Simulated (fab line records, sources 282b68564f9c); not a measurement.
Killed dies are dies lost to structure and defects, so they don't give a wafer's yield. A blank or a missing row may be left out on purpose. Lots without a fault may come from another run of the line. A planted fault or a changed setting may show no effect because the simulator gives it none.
Chamber matching | flow rit_cmos | RIT_CONTACT_ETCH_11 on rie_diel-04: 4 sister chambers
The step etches SiO2 in CHF3/CF4/Ar, stops on TiSi2, target depth 480 nm, time 320 s. 4 wafers are shown with their chamber, then 7 later ones without.

WAFERS WITH THEIR CHAMBER
wafer  | chamber | drypump_motor_current_A (A)
L529.6 | 0       | 6.5
L532.1 | 3       | 5.6
L534.3 | 2       | 5.3
L547.5 | 1       | 5.1

WAFERS WITHOUT THEIR CHAMBER
wafer  | drypump_motor_current_A (A)
L547.6 | 5.3
L550.3 | 5.6
L550.4 | 5.1
L550.5 | 6.4
L552.2 | 5.1
L552.5 | 5.1
L552.6 | 5.3

WHICH CHAMBER EACH WENT THROUGH
wafer  | from the rows above | in truth
L547.6 | 2                   | 2
L550.3 | 3                   | 3
L550.4 | 1                   | 1
L550.5 | 0                   | 0
L552.2 | 1                   | 1
L552.5 | 1                   | 1
L552.6 | 2                   | 2
Placed correctly: 7 of 7. Can't be placed from these rows: 0. Placed wrongly: 0.
How it was worked out, from the rows above alone: a wafer's distance from a chamber is the root of the sum, over the readings, of the square of ((its reading less the chamber's mean) divided by the reading's scatter). The wafer belongs to the nearest chamber; if the next one is less than 2 further off, it can't be placed. A chamber's mean is the mean of its shown wafers. The scatter: with one shown wafer a chamber, the root of the mean of the squares of how far each hidden wafer lies from its nearest shown one.
